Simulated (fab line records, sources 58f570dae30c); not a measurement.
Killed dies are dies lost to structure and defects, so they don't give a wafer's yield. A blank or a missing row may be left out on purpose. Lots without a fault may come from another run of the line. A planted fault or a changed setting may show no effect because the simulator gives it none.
fab line records | flow berkeley_cmos170
record lots=5 wafers=15 last_day=11
route steps=331 shown ZERO@11 NWELL@14 PWELL@34
lots that met no fault: from a run of the same line without faults
start_h: hours from the record's first day to the start of the lot's first wafer shown | wait_h: hours since the lot's step before | " the same as in the row above | L1.1+2: a row that stands for several wafers | - no value, or no start given | * or withheld: withheld | < > ~ a bound
route shown NAME@n: a module of which the file shows steps, and the number in the route of the first | usual: mean/standard deviation of fault-free wafers | same: alike in all rows | chamber/n: place in a boat | sites: the reading at each site | _std_site: their standard deviation | _edge_site: outer sites' mean less inner sites' | radius_mm: how far each site lies from the wafer's centre | mask NAME#n: copy n | behind: the tool/chamber that last shaped the wafer | hold: why the lot was held/for how many hours/how that ended | device: the transistor (n, p or np) that didn't switch | end of line: the same wafers' tests at the end of the route | a step without rows: its recipe alone | killed: dies lost to structure and defects at the first sort, not the wafer's yield | map: a wafer's dies, x killed, . not, _ none there
set.NAME: the setting as run; set.NAME@STEP: as run at that earlier step | model.NAME: the simulator's own value behind a step, which no gauge read
lots at some steps of the route; a table a step, a row a wafer
services: from which hour (start_h, from the record's first day; less than 0 if before it) a tool's chamber was out of use, for how many hours, and why
## steps
# step UCB170_ZERO_DEVELOP_05
# recipe developer=TMAH develop_time_s=45 resist=KrF dev_temp_c=21
# columns lot.wafer tool chamber start_h wait_h
L074.2+3+5 litho_track-01 0 - -
L082.2+3+4 litho_track-01 0 - -
L085.1+4+5 litho_track-01 0 - -
L088.1+3+4 litho_track-02 0 - -
L092.1+3+5 litho_track-02 0 - -
# step UCB170_ZERO_ETCH_06
# recipe chemistry=CHF3/CF4/Ar target=SiO2 time_s=12 pressure_mtorr=100 rf_w=500 CHF3_flow_sccm=50 cf4_flow_sccm=10 Ar_flow_sccm=120 over_etch_frac=1.58
# usual drypump_motor_current_A=5.8/0.47 oes_product_au=0.617/0.0065 throttle_valve_pct=9.28/0.16
# same time_s=12
# columns lot.wafer tool chamber start_h wait_h drypump_motor_current_A oes_product_au rf_hours_counter_h throttle_valve_pct
L074.2 rie_diel-04 2 19.15 - 5.4 0.605 43 8.96
L074.3 " 0 " " 5.6 0.610 45 9.48
L074.5 " 3 " " 5.2 0.616 - 9.13
L082.2 rie_diel-03 2 57.92 - 6.6 0.626 124 9.45
L082.3 " 1 " " 5.9 0.616 14 9.39
L082.4 " 0 " " 6.0 0.610 12 9.37
L085.1 rie_diel-04 0 75.15 - 5.6 0.615 48 9.47
L085.4 " 1 " " 5.8 0.616 - 9.30
L085.5 " 2 " " 5.4 0.616 - 8.97
L088.1 rie_diel-03 2 91.51 - 6.5 0.633 126 9.46
L088.3 " 3 " " 6.7 0.619 89 9.14
L088.4 " 1 " " 6.0 0.609 15 9.41
L092.1 rie_diel-03 0 108.92 - 6.0 0.609 14 9.36
L092.3 " 2 " " 6.5 0.629 127 9.44
L092.5 " 0 " " 5.9 0.616 - 9.36
# step UCB170_ZERO_STRIP_07
# recipe chemistry=O2 power_w=400 pressure_mtorr=3500 platen_temp_c=withheld o2_flow_sccm=400 overash_fraction=0.5
# usual drypump_motor_current_A=5.8/0.48 o2_flow_sccm=399.9/1.2 oes_product_au=0.727/0.0045 strip_time_to_endpoint_s=21.51/0.057
# same overash_fraction=0.5
# columns lot.wafer tool chamber start_h wait_h drypump_motor_current_A o2_flow_sccm oes_product_au rf_hours_counter_h strip_time_to_endpoint_s
L074.2 plasma_asher-04 1 19.18 0.0 5.3 400.1 0.727 25 21.46
L074.3 " 0 " " 5.7 399.1 0.735 - 21.47
L074.5 " 0 " " 5.7 398.2 0.735 - 21.45
L082.2 plasma_asher-01 0 57.94 0.0 5.0 400.0 0.730 29 21.51
L082.3 " 1 " " 6.4 400.7 0.734 - 21.54
L082.4 " 0 " " 5.0 400.2 0.728 - 21.51
L085.1 plasma_asher-03 1 75.17 0.0 5.8 402.1 0.725 37 21.51
L085.4 " 0 " " 6.2 397.5 0.731 - 21.45
L085.5 " 0 " " 6.2 399.1 0.727 - 21.52
L088.1 plasma_asher-03 1 91.53 0.0 5.8 402.1 0.719 39 21.47
L088.3 " 0 " " 6.2 400.7 0.728 - 21.49
L088.4 " 1 " " 5.8 400.0 0.734 - 21.52
L092.1 plasma_asher-03 0 108.94 0.0 6.2 402.4 0.725 41 21.53
L092.3 " 1 " " 5.8 400.7 0.724 - 21.53
L092.5 " 1 " " 5.8 399.0 0.733 - 21.55
# step UCB170_NWELL_WET_ETCH_00
# recipe chemistry=dHF dilution=25:1 target=SiO2 temp_c=25 time_s=200
# same time_s=200
# columns lot.wafer tool chamber start_h wait_h
L074.2+3+5 wet_bench-04 3 19.28 0.1
L082.2+3+4 wet_bench-01 0 59.13 1.2
L085.1+4+5 wet_bench-04 2 75.31 0.1
L088.1+3+4 wet_bench-01 2 91.63 0.1
L092.1+3+5 wet_bench-01 3 111.48 2.5
# step UCB170_NWELL_OXIDATION_01
# recipe temp_c=1000 ambient=O2 target_thk_a=264 ox_time_s=1260
# usual zone_power_load_pct=29.8/2
# columns lot.wafer tool chamber start_h wait_h zone_power_load_pct
L074.2 furnace-03 0 21.49 2.2 30.5
L074.3 " 0 " " 30.6
L074.5 " 0 " " 31.3
L082.2 furnace-04 0 61.62 2.4 31.9
L082.3 " 0 " " 31.9
L082.4 " 0 " " 31.3
L085.1 furnace-02 0 78.77 3.4 26.7
L085.4 " 0 " " 27.0
L085.5 " 0 " " 27.4
L088.1 furnace-02 0 95.39 3.7 27.4
L088.3 " 0 " " 27.7
L088.4 " 0 " " 27.2
L092.1 furnace-04 0 114.78 3.2 32.2
L092.3 " 0 " " 31.7
L092.5 " 0 " " 32.3
# step UCB170_NWELL_THK_MEAS_02
# recipe reads=SiO2_of_NWELL_OXIDATION_01
# usual NWELL_OXIDE_THK=26.2/0.46
# columns lot.wafer tool chamber start_h wait_h NWELL_OXIDE_THK[nm]
L074.2 film_metro-04 - 22.85 0.0 25.6
L074.3 " - " " 25.7
L074.5 " - " " 25.9
L082.2 film_metro-04 - 62.98 0.0 25.7
L082.3 " - " " 25.6
L082.4 " - " " 25.7
L085.1 film_metro-01 - 80.12 0.0 26.0
L085.4 " - " " 26.0
L085.5 " - " " 26.1
L088.1 film_metro-04 - 96.74 0.0 25.7
L088.3 " - " " 26.6
L088.4 " - " " 25.9
L092.1 film_metro-03 - 116.13 0.0 26.9
L092.3 " - " " 26.7
L092.5 " - " " 27.0
# step UCB170_NWELL_ANNEAL_03
# recipe temp_c=1000 time_s=900 ambient=N2
# usual zone_power_load_pct=29.9/2
# same time_s=900
# columns lot.wafer tool chamber start_h wait_h zone_power_load_pct
L074.2 furnace-02 0 24.52 1.7 27.0
L074.3 " 0 " " 27.5
L074.5 " 0 " " 27.6
L082.2 furnace-04 0 65.80 2.8 31.4
L082.3 " 0 " " 31.9
L082.4 " 0 " " 31.8
L085.1 furnace-04 0 84.65 4.5 31.5
L085.4 " 0 " " 31.7
L085.5 " 0 " " 31.8
L088.1 furnace-02 0 100.59 3.8 27.2
L088.3 " 0 " " 27.1
L088.4 " 0 " " 27.1
L092.1 furnace-04 0 118.83 2.7 32.1
L092.3 " 0 " " 32.1
L092.5 " 0 " " 31.8
# step UCB170_NWELL_CVD_04
# recipe material=Si3N4 target_thk_nm=224 temp_c=800 precursor=SiH2Cl2/NH3 time_s=3360 pressure_mtorr=200 sih2cl2_flow_sccm=25 nh3_flow_sccm=75
# usual zone_power_load_pct=20.8/2.4
# same time_s=3360
# columns lot.wafer tool chamber start_h wait_h zone_power_load_pct
L074.2 lpcvd-02 1 25.77 0.0 23.4
L074.3 " 1 " " 22.9
L074.5 " 1 " " 23.2
L082.2 lpcvd-01 1 67.05 0.0 18.5
L082.3 " 1 " " 18.5
L082.4 " 1 " " 18.3
L085.1 lpcvd-01 0 86.54 0.6 23.4
L085.4 " 0 " " 23.4
L085.5 " 0 " " 23.6
L088.1 lpcvd-01 1 101.84 0.0 18.5
L088.3 " 1 " " 18.4
L088.4 " 1 " " 18.3
L092.1 lpcvd-02 1 121.38 1.3 23.2
L092.3 " 1 " " 23.4
L092.5 " 1 " " 23.0
# step UCB170_NWELL_THK_MEAS_05
# recipe reads=Si3N4_of_NWELL_CVD_04
# usual NWELL_NITRIDE_THK=222.4/1.9
# columns lot.wafer tool chamber start_h wait_h NWELL_NITRIDE_THK[nm]
L074.2 film_metro-01 - 27.72 0.0 222.1
L074.3 " - " " 219.4
L074.5 " - " " 221.9
L082.2 film_metro-01 - 69.00 0.0 222.5
L082.3 " - " " 224.1
L082.4 " - " " 222.8
L085.1 film_metro-01 - 88.47 0.0 228.5
L085.4 " - " " 226.5
L085.5 " - " " 226.6
L088.1 film_metro-04 - 103.77 0.0 221.9
L088.3 " - " " 220.7
L088.4 " - " " 221.0
L092.1 film_metro-01 - 123.32 0.0 222.0
L092.3 " - " " 222.3
L092.5 " - " " 221.4
# step UCB170_NWELL_HMDS_06
# recipe prime_time_s=60 prime_temp_c=100
# columns lot.wafer tool chamber start_h wait_h
L074.2+3+5 litho_track-04 0 28.28 0.6
L082.2+3+4 litho_track-04 0 69.07 0.1
L085.1+4+5 litho_track-01 0 89.01 0.5
L088.1+3+4 litho_track-01 0 104.46 0.7
L092.1+3+5 litho_track-01 0 123.78 0.5
# step UCB170_NWELL_COAT_07
# recipe resist=KrF spin_rpm=1500 resist_thk_nm=900
# columns lot.wafer tool chamber start_h wait_h
L074.2+3+5 litho_track-04 0 28.43 0.1
L082.2+3+4 litho_track-04 0 69.22 0.1
L085.1+4+5 litho_track-01 0 89.16 0.1
L088.1+3+4 litho_track-01 0 104.61 0.1
L092.1+3+5 litho_track-01 0 123.93 0.1
# step UCB170_NWELL_SOFTBAKE_08
# recipe resist=KrF temp_c=130 time_s=60
# same time_s=60
# columns lot.wafer tool chamber start_h wait_h
L074.2+3+5 litho_track-04 0 28.58 0.1
L082.2+3+4 litho_track-04 0 69.37 0.1
L085.1+4+5 litho_track-01 0 89.31 0.1
L088.1+3+4 litho_track-01 0 104.76 0.1
L092.1+3+5 litho_track-01 0 124.08 0.1
# step UCB170_NWELL_EXPOSE_09
# recipe mask_id=NWELL target_cd_nm=3000 na=0.5 sigma_outer=0.6 source_shape=conventional dose_mj=25
# usual exposure_dose_mJ_cm2=25.000/0.024
# same sigma_outer=0.6
# columns lot.wafer tool chamber start_h wait_h mask exposure_dose_mJ_cm2
L074.2 krf_scanner-02 0 28.72 0.1 NWELL#0 25.037
L074.3 " 0 " " NWELL#0 25.020
L074.5 " 0 " " NWELL#0 25.013
L082.2 krf_scanner-02 0 69.64 0.2 NWELL#0 25.004
L082.3 " 0 " " NWELL#0 24.957
L082.4 " 0 " " NWELL#0 24.989
L085.1 krf_scanner-01 0 89.46 0.1 NWELL#0 24.984
L085.4 " 0 " " NWELL#0 25.010
L085.5 " 0 " " NWELL#0 24.987
L088.1 krf_scanner-01 0 104.91 0.1 NWELL#0 25.009
L088.3 " 0 " " NWELL#0 25.030
L088.4 " 0 " " NWELL#0 24.999
L092.1 krf_scanner-02 0 124.23 0.1 NWELL#0 24.956
L092.3 " 0 " " NWELL#0 24.963
L092.5 " 0 " " NWELL#0 24.946
# step UCB170_NWELL_PEB_10
# recipe peb_temp_c=130 peb_time_s=withheld resist=KrF
# columns lot.wafer tool chamber start_h wait_h
L074.2+3+5 litho_track-03 0 29.03 0.3
L082.2+3+4 litho_track-01 0 70.54 0.9
L085.1+4+5 litho_track-01 0 89.74 0.3
L088.1+3+4 litho_track-03 0 105.46 0.5
L092.1+3+5 litho_track-01 0 124.51 0.3
# step UCB170_NWELL_DEVELOP_11
# recipe developer=TMAH develop_time_s=45 resist=KrF dev_temp_c=21
# columns lot.wafer tool chamber start_h wait_h
L074.2+3+5 litho_track-03 0 - -
L082.2+3+4 litho_track-01 0 - -
L085.1+4+5 litho_track-01 0 - -
L088.1+3+4 litho_track-03 0 - -
L092.1+3+5 litho_track-01 0 - -
# step UCB170_NWELL_OVL_MEAS_12
# usual NWELL_OVL=-1/4.5
# columns lot.wafer tool chamber start_h wait_h NWELL_OVL[nm]
L074.2 overlay-01 - 29.29 - 9
L074.3 " - " " 2
L074.5 " - " " 1
L082.2 overlay-02 - 70.79 - 3
L082.3 " - " " -3
L082.4 " - " " -2
L085.1 overlay-02 - 90.01 - -10
L085.4 " - " " -6
L085.5 " - " " -6
L088.1 overlay-01 - 105.73 - -2
L088.3 " - " " 0
L088.4 " - " " -10
L092.1 overlay-01 - 124.78 - -1
L092.3 " - " " -8
L092.5 " - " " -3
# step UCB170_NWELL_ETCH_13
# recipe chemistry=CH3F/Ar/O2 target=Si3N4 stop_on=SiO2 CH3F_flow_sccm=20 Ar_flow_sccm=50 O2_flow_sccm=7 pressure_mtorr=50 rf_w=450 target_depth_a=2464 over_etch_frac=0.1 time_s=154
# usual drypump_motor_current_A=5.7/0.52 oes_product_au=0.938/0.014 throttle_valve_pct=8.08/0.16
# same time_s=154
# columns lot.wafer tool chamber start_h wait_h drypump_motor_current_A oes_product_au rf_hours_counter_h throttle_valve_pct
L074.2 rie_diel-04 1 29.32 0.0 5.9 0.924 8 8.14
L074.3 " 0 " " 5.6 0.918 46 8.26
L074.5 " 1 " " 5.8 0.931 - 8.13
L082.2 rie_diel-02 1 70.82 0.0 4.7 0.958 126 8.21
L082.3 " 0 " " 6.1 0.922 85 8.03
L082.4 " 2 " " 5.2 0.962 13 7.94
L085.1 rie_diel-02 0 90.05 0.0 6.1 0.945 86 8.03
L085.4 " 3 " " 6.2 0.946 106 8.28
L085.5 " 3 " " 6.2 0.948 - 8.27
L088.1 rie_diel-03 2 105.77 0.0 6.5 0.958 126 8.24
L088.3 " 1 " " 5.9 0.927 16 8.17
L088.4 " 3 " " 6.6 0.933 90 7.96
L092.1 rie_diel-02 0 124.82 0.0 6.1 0.921 88 8.02
L092.3 " 3 " " 6.2 0.934 108 8.27
L092.5 " 0 " " 6.1 0.920 - 8.03
# step UCB170_NWELL_IMPLANT_14
# recipe species=P dose_cm2=9.931e+12 energy_kev=150 tilt_deg=7
# usual beam_on_s=9.99/0.19
# columns lot.wafer tool chamber start_h wait_h beam_on_s
L074.2 implanter-03 0 29.45 0.1 9.97
L074.3 " 0 " " 10.02
L074.5 " 0 " " 9.85
L082.2 implanter-01 0 70.95 0.1 9.99
L082.3 " 0 " " 9.83
L082.4 " 0 " " 10.09
L085.1 implanter-01 0 90.15 0.1 10.22
L085.4 " 0 " " 9.97
L085.5 " 0 " " 10.15
L088.1 implanter-02 0 105.87 0.1 9.96
L088.3 " 0 " " 10.37
L088.4 " 0 " " 9.68
L092.1 implanter-03 0 124.92 0.1 10.19
L092.3 " 0 " " 10.02
L092.5 " 0 " " 10.12
# step UCB170_NWELL_STRIP_15
# recipe chemistry=O2 power_w=400 pressure_mtorr=3500 platen_temp_c=withheld o2_flow_sccm=400 overash_fraction=0.5
# usual drypump_motor_current_A=5.8/0.46 o2_flow_sccm=400.1/1.1 oes_product_au=0.720/0.0047 strip_time_to_endpoint_s=18.02/0.079
# same overash_fraction=0.5
# columns lot.wafer tool chamber start_h wait_h drypump_motor_current_A o2_flow_sccm oes_product_au rf_hours_counter_h strip_time_to_endpoint_s
L074.2 plasma_asher-02 0 29.57 0.1 5.2 400.4 0.718 31 17.91
L074.3 " 1 " " 5.8 398.6 0.731 - 17.93
L074.5 " 1 " " 5.8 400.8 0.719 - 17.85
L082.2 plasma_asher-03 1 71.08 0.1 5.8 399.5 0.718 37 17.94
L082.3 " 1 " " 5.8 398.4 0.717 - 17.92
L082.4 " 0 " " 6.2 399.2 0.726 - 17.90
L085.1 plasma_asher-02 1 90.30 0.1 5.8 402.4 0.727 39 17.95
L085.4 " 0 " " 5.2 400.5 0.718 - 18.07
L085.5 " 0 " " 5.2 400.5 0.726 - 18.01
L088.1 plasma_asher-03 0 106.02 0.1 6.2 400.6 0.722 41 18.09
L088.3 " 1 " " 5.8 401.8 0.722 - 17.98
L088.4 " 0 " " 6.2 400.3 0.722 - 18.15
L092.1 plasma_asher-03 0 125.07 0.1 6.2 398.6 0.721 45 18.04
L092.3 " 0 " " 6.2 400.9 0.724 - 18.19
L092.5 " 0 " " 6.2 400.0 0.717 - 18.11
# step UCB170_NWELL_TW_MEAS_16
# usual NWELL_TW=1248/6.5
# columns lot.wafer tool chamber start_h wait_h NWELL_TW
L074.2 film_metro-04 - 29.68 0.1 1248
L074.3 " - " " 1243
L074.5 " - " " 1238
L082.2 film_metro-01 - 71.19 0.1 1244
L082.3 " - " " 1242
L082.4 " - " " 1248
L085.1 film_metro-03 - 90.40 0.1 1258
L085.4 " - " " 1256
L085.5 " - " " 1260
L088.1 film_metro-03 - 106.12 0.1 1250
L088.3 " - " " 1249
L088.4 " - " " 1260
L092.1 film_metro-01 - 125.17 0.1 1246
L092.3 " - " " 1247
L092.5 " - " " 1247
# step UCB170_NWELL_CLEAN_17
# recipe chemistry=SPM temp_c=120 time_s=600
# same time_s=600
# columns lot.wafer tool chamber start_h wait_h
L074.2+3+5 wet_bench-04 3 31.89 2.2
L082.2+3+4 wet_bench-01 3 71.24 0.0
L085.1+4+5 wet_bench-03 2 90.46 0.1
L088.1+3+4 wet_bench-03 1 106.53 0.4
L092.1+3+5 wet_bench-04 0 125.46 0.3
# step UCB170_NWELL_WET_ETCH_18
# recipe chemistry=H3PO4 target=Si3N4 temp_c=160 time_s=14400
# same time_s=14400
# columns lot.wafer tool chamber start_h wait_h
L074.2+3+5 wet_bench-04 0 32.45 0.4
L082.2+3+4 wet_bench-03 1 71.41 0.0
L085.1+4+5 wet_bench-03 3 90.64 0.0
L088.1+3+4 wet_bench-03 2 107.71 0.8
L092.1+3+5 wet_bench-04 0 125.81 0.0
# step UCB170_NWELL_WET_ETCH_19
# recipe chemistry=BOE dilution=5:1 target=SiO2 temp_c=25 time_s=22
# same time_s=22
# columns lot.wafer tool chamber start_h wait_h
L074.2+3+5 wet_bench-04 0 36.46 0.0
L082.2+3+4 wet_bench-04 2 75.42 0.0
L085.1+4+5 wet_bench-03 3 94.83 0.2
L088.1+3+4 wet_bench-04 2 116.82 0.4
L092.1+3+5 wet_bench-03 3 134.33 0.5
# step UCB170_PWELL_CLEAN_00
# recipe chemistry=SPM temp_c=120 time_s=600
# same time_s=600
# columns lot.wafer tool chamber start_h wait_h
L074.2+3+5 wet_bench-04 1 36.47 0.0
L082.2+3+4 wet_bench-04 3 75.43 0.0
L085.1+4+5 wet_bench-04 2 95.05 0.2
L088.1+3+4 wet_bench-04 1 116.97 0.1
L092.1+3+5 wet_bench-04 0 135.41 1.1
# step UCB170_PWELL_CLEAN_01
# recipe chemistry=dHF dilution=25:1 time_s=60
# same time_s=60
# columns lot.wafer tool chamber start_h wait_h
L074.2+3+5 wet_bench-04 1 36.65 0.0
L082.2+3+4 wet_bench-04 0 75.61 0.0
L085.1+4+5 wet_bench-04 1 95.23 0.0
L088.1+3+4 wet_bench-04 3 117.32 0.0
L092.1+3+5 wet_bench-04 1 135.93 0.1
# step UCB170_PWELL_OXIDATION_02
# recipe temp_c=1000 ambient=O2 target_thk_a=264 ox_time_s=1260
# usual zone_power_load_pct=31.1/1.7
# columns lot.wafer tool chamber start_h wait_h zone_power_load_pct
L074.2 furnace-04 0 39.74 3.1 31.9
L074.3 " 0 " " 31.9
L074.5 " 0 " " 31.9
L082.2 furnace-01 0 78.31 2.7 32.2
L082.3 " 0 " " 32.5
L082.4 " 0 " " 32.8
L085.1 furnace-02 0 97.99 2.7 27.2
L085.4 " 0 " " 27.3
L085.5 " 0 " " 27.3
L088.1 furnace-04 0 117.48 0.1 31.9
L088.3 " 0 " " 32.1
L088.4 " 0 " " 31.4
L092.1 furnace-04 0 136.73 0.7 32.0
L092.3 " 0 " " 31.3
L092.5 " 0 " " 31.8
# step UCB170_PWELL_THK_MEAS_03
# recipe reads=SiO2_of_PWELL_OXIDATION_02
# usual PWELL_OXIDE_THK=26.2/0.42
# columns lot.wafer tool chamber start_h wait_h PWELL_OXIDE_THK[nm]
L074.2 film_metro-01 - 41.10 0.0 26.6
L074.3 " - " " 26.3
L074.5 " - " " 26.5
L082.2 film_metro-01 - 79.67 0.0 25.2
L082.3 " - " " 25.3
L082.4 " - " " 25.7
L085.1 film_metro-01 - 99.34 0.0 26.5
L085.4 " - " " 26.4
L085.5 " - " " 26.1
L088.1 film_metro-01 - 118.89 0.1 25.7
L088.3 " - " " 26.6
L088.4 " - " " 26.0
L092.1 film_metro-04 - 138.14 0.1 25.9
L092.3 " - " " 25.9
L092.5 " - " " 25.8
# step UCB170_PWELL_ANNEAL_04
# recipe temp_c=1000 time_s=900 ambient=N2
# usual zone_power_load_pct=30.3/2.3
# same time_s=900
# columns lot.wafer tool chamber start_h wait_h zone_power_load_pct
L074.2 furnace-04 0 45.25 4.1 31.3
L074.3 " 0 " " 31.9
L074.5 " 0 " " 31.6
L082.2 furnace-01 0 82.57 2.9 32.3
L082.3 " 0 " " 32.8
L082.4 " 0 " " 33.0
L085.1 furnace-01 0 100.84 1.5 32.9
L085.4 " 0 " " 32.6
L085.5 " 0 " " 32.3
L088.1 furnace-02 0 122.10 3.2 27.2
L088.3 " 0 " " 27.4
L088.4 " 0 " " 27.5
L092.1 furnace-04 0 144.10 5.9 31.3
L092.3 " 0 " " 32.6
L092.5 " 0 " " 31.5
# step UCB170_PWELL_CVD_05
# recipe material=Si3N4 target_thk_nm=220 temp_c=800 precursor=SiH2Cl2/NH3 time_s=3300 pressure_mtorr=200 sih2cl2_flow_sccm=25 nh3_flow_sccm=75
# usual zone_power_load_pct=20.4/2.2
# same time_s=3300
# columns lot.wafer tool chamber start_h wait_h zone_power_load_pct
L074.2 lpcvd-02 1 46.50 0.0 23.6
L074.3 " 1 " " 23.8
L074.5 " 1 " " 23.3
L082.2 lpcvd-02 0 85.97 2.1 19.1
L082.3 " 0 " " 19.5
L082.4 " 0 " " 19.1
L085.1 lpcvd-02 1 102.09 0.0 23.1
L085.4 " 1 " " 23.4
L085.5 " 1 " " 23.6
L088.1 lpcvd-01 1 123.35 0.0 18.3
L088.3 " 1 " " 18.1
L088.4 " 1 " " 18.5
L092.1 lpcvd-01 1 145.35 0.0 18.5
L092.3 " 1 " " 18.3
L092.5 " 1 " " 18.4
# step UCB170_PWELL_THK_MEAS_06
# recipe reads=Si3N4_of_PWELL_CVD_05
# usual PWELL_NITRIDE_THK=219.0/1.6
# columns lot.wafer tool chamber start_h wait_h PWELL_NITRIDE_THK[nm]
L074.2 film_metro-01 - 48.43 0.0 221.3
L074.3 " - " " 220.4
L074.5 " - " " 220.2
L082.2 film_metro-02 - 87.90 0.0 218.6
L082.3 " - " " 215.7
L082.4 " - " " 216.4
L085.1 film_metro-04 - 104.01 0.0 216.3
L085.4 " - " " 217.8
L085.5 " - " " 216.8
L088.1 film_metro-04 - 125.32 0.1 218.2
L088.3 " - " " 218.9
L088.4 " - " " 217.7
L092.1 film_metro-04 - 147.26 0.0 220.3
L092.3 " - " " 221.5
L092.5 " - " " 220.7
# step UCB170_PWELL_HMDS_07
# recipe prime_time_s=60 prime_temp_c=100
# columns lot.wafer tool chamber start_h wait_h
L074.2+3+5 litho_track-04 0 48.70 0.3
L082.2+3+4 litho_track-02 0 88.28 0.4
L085.1+4+5 litho_track-03 0 104.73 0.7
L088.1+3+4 litho_track-03 0 125.52 0.2
L092.1+3+5 litho_track-03 0 147.84 0.6
# step UCB170_PWELL_COAT_08
# recipe resist=KrF spin_rpm=1500 resist_thk_nm=900
# columns lot.wafer tool chamber start_h wait_h
L074.2+3+5 litho_track-04 0 48.85 0.1
L082.2+3+4 litho_track-02 0 88.43 0.1
L085.1+4+5 litho_track-03 0 104.88 0.1
L088.1+3+4 litho_track-03 0 125.67 0.1
L092.1+3+5 litho_track-03 0 147.99 0.1
# step UCB170_PWELL_SOFTBAKE_09
# recipe resist=KrF temp_c=130 time_s=60
# same time_s=60
# columns lot.wafer tool chamber start_h wait_h
L074.2+3+5 litho_track-04 0 49.00 0.1
L082.2+3+4 litho_track-02 0 88.58 0.1
L085.1+4+5 litho_track-03 0 105.03 0.1
L088.1+3+4 litho_track-03 0 125.82 0.1
L092.1+3+5 litho_track-03 0 148.14 0.1
# step UCB170_PWELL_EXPOSE_10
# recipe mask_id=PWELL target_cd_nm=3000 na=0.5 sigma_outer=0.6 source_shape=conventional dose_mj=19
# usual exposure_dose_mJ_cm2=18.998/0.02
# same sigma_outer=0.6
# columns lot.wafer tool chamber start_h wait_h mask exposure_dose_mJ_cm2
L074.2 krf_scanner-02 0 49.27 0.2 PWELL#0 19.009
L074.3 " 0 " " PWELL#0 18.958
L074.5 " 0 " " PWELL#0 19.004
L082.2 krf_scanner-02 0 88.85 0.2 PWELL#0 18.992
L082.3 " 0 " " PWELL#0 18.996
L082.4 " 0 " " PWELL#0 19.002
L085.1 krf_scanner-02 0 105.27 0.2 PWELL#0 18.994
L085.4 " 0 " " PWELL#0 19.022
L085.5 " 0 " " PWELL#0 18.994
L088.1 krf_scanner-01 0 126.26 0.4 PWELL#0 18.985
L088.3 " 0 " " PWELL#0 18.991
L088.4 " 0 " " PWELL#0 18.971
L092.1 krf_scanner-01 0 148.42 0.2 PWELL#0 19.021
L092.3 " 0 " " PWELL#0 19.014
L092.5 " 0 " " PWELL#0 19.011
# step UCB170_PWELL_PEB_11
# recipe peb_temp_c=130 peb_time_s=withheld resist=KrF
# columns lot.wafer tool chamber start_h wait_h
L074.2+3+5 litho_track-03 0 49.54 0.2
L082.2+3+4 litho_track-04 0 89.38 0.5
L085.1+4+5 litho_track-02 0 105.83 0.5
L088.1+3+4 litho_track-02 0 126.49 0.2
L092.1+3+5 litho_track-03 0 148.57 0.1
# step UCB170_PWELL_DEVELOP_12
# recipe developer=TMAH develop_time_s=45 resist=KrF dev_temp_c=21
# columns lot.wafer tool chamber start_h wait_h
L074.2+3+5 litho_track-03 0 - -
L082.2+3+4 litho_track-04 0 - -
L085.1+4+5 litho_track-02 0 - -
L088.1+3+4 litho_track-02 0 - -
L092.1+3+5 litho_track-03 0 - -
# step UCB170_PWELL_OVL_MEAS_13
# usual PWELL_OVL=-1/6.7
# columns lot.wafer tool chamber start_h wait_h PWELL_OVL[nm]
L074.2 overlay-02 - 49.80 - 2
L074.3 " - " " -6
L074.5 " - " " -2
L082.2 overlay-02 - 89.64 - 3
L082.3 " - " " 13
L082.4 " - " " 12
L085.1 overlay-02 - 106.10 - 0
L085.4 " - " " -5
L085.5 " - " " 5
L088.1 overlay-02 - 126.77 - -2
L088.3 " - " " -5
L088.4 " - " " -3
L092.1 overlay-01 - 148.84 - -8
L092.3 " - " " -5
L092.5 " - " " -7
# step UCB170_PWELL_ETCH_14
# recipe chemistry=CH3F/Ar/O2 target=Si3N4 stop_on=SiO2 CH3F_flow_sccm=20 Ar_flow_sccm=50 O2_flow_sccm=7 pressure_mtorr=50 rf_w=450 target_depth_a=2420 over_etch_frac=0.1 time_s=151
# usual drypump_motor_current_A=5.7/0.61 oes_product_au=0.943/0.013 throttle_valve_pct=8.10/0.13
# same time_s=151
# columns lot.wafer tool chamber start_h wait_h drypump_motor_current_A oes_product_au rf_hours_counter_h throttle_valve_pct
L074.2 rie_diel-01 2 49.83 0.0 5.1 0.951 108 8.14
L074.3 " 1 " " 5.0 0.944 4 8.15
L074.5 " 1 " " 5.0 0.942 - 8.16
L082.2 rie_diel-01 0 89.67 0.0 5.9 0.936 36 7.92
L082.3 " 2 " " 5.0 0.937 111 8.17
L082.4 " 1 " " 5.0 0.929 6 8.16
L085.1 rie_diel-01 1 106.14 0.0 5.0 0.935 7 8.15
L085.4 " 3 " " 5.6 0.944 111 7.93
L085.5 " 3 " " 5.5 0.940 - 7.93
L088.1 rie_diel-01 2 126.81 0.0 5.1 0.944 112 8.15
L088.3 " 3 " " 5.5 0.942 112 7.93
L088.4 " 1 " " 5.0 0.937 8 8.16
L092.1 rie_diel-03 3 148.88 0.0 6.7 0.940 91 7.97
L092.3 " 1 " " 6.0 0.938 18 8.17
L092.5 " 3 " " 6.7 0.946 - 7.96
# step UCB170_PWELL_IMPLANT_15
# recipe species=B dose_cm2=5.102e+12 energy_kev=60 tilt_deg=7
# usual beam_on_s=9.98/0.21
# columns lot.wafer tool chamber start_h wait_h beam_on_s
L074.2 implanter-01 0 49.95 0.1 10.25
L074.3 " 0 " " 10.41
L074.5 " 0 " " 10.00
L082.2 implanter-01 0 89.79 0.1 9.99
L082.3 " 0 " " 9.94
L082.4 " 0 " " 10.02
L085.1 implanter-03 0 106.24 0.1 10.07
L085.4 " 0 " " 9.80
L085.5 " 0 " " 10.02
L088.1 implanter-01 0 126.91 0.1 9.75
L088.3 " 0 " " 9.84
L088.4 " 0 " " 9.95
L092.1 implanter-04 0 148.98 0.1 9.91
L092.3 " 0 " " 10.02
L092.5 " 0 " " 10.13
## services
# columns tool chamber start_h hours kind
krf_scanner-02 - 2.98 0.8 pm
krf_scanner-01 - 6.44 1.3 pm
rie_diel-03 - 15.38 15.6 pm
wet_bench-03 - 17.93 4.6 repair
rie_diel-01 - 23.06 2.8 pm
plasma_asher-03 - 25.91 12.5 repair
rie_diel-01 3 25.91 5.7 repair
krf_scanner-02 - 33.35 0.8 pm
krf_scanner-01 - 38.01 1.0 pm
rie_diel-01 3 38.73 6.5 repair
krf_scanner-01 - 40.05 0.8 pm
krf_scanner-02 - 41.17 1.0 pm
krf_scanner-02 - 52.60 1.3 pm
krf_scanner-01 - 60.13 4.8 repair
wet_bench-03 - 60.54 1.9 pm
lpcvd-01 - 70.15 14.6 pm
furnace-04 - 81.02 3.6 pm
rie_diel-01 - 93.33 5.7 repair
plasma_asher-03 - 100.29 2.8 pm
wet_bench-03 - 103.17 1.0 repair
implanter-01 - 103.51 2.2 repair
furnace-02 - 106.69 3.4 pm
implanter-01 - 139.41 2.5 repair
implanter-01 - 140.97 4.8 repair
## key
fault none
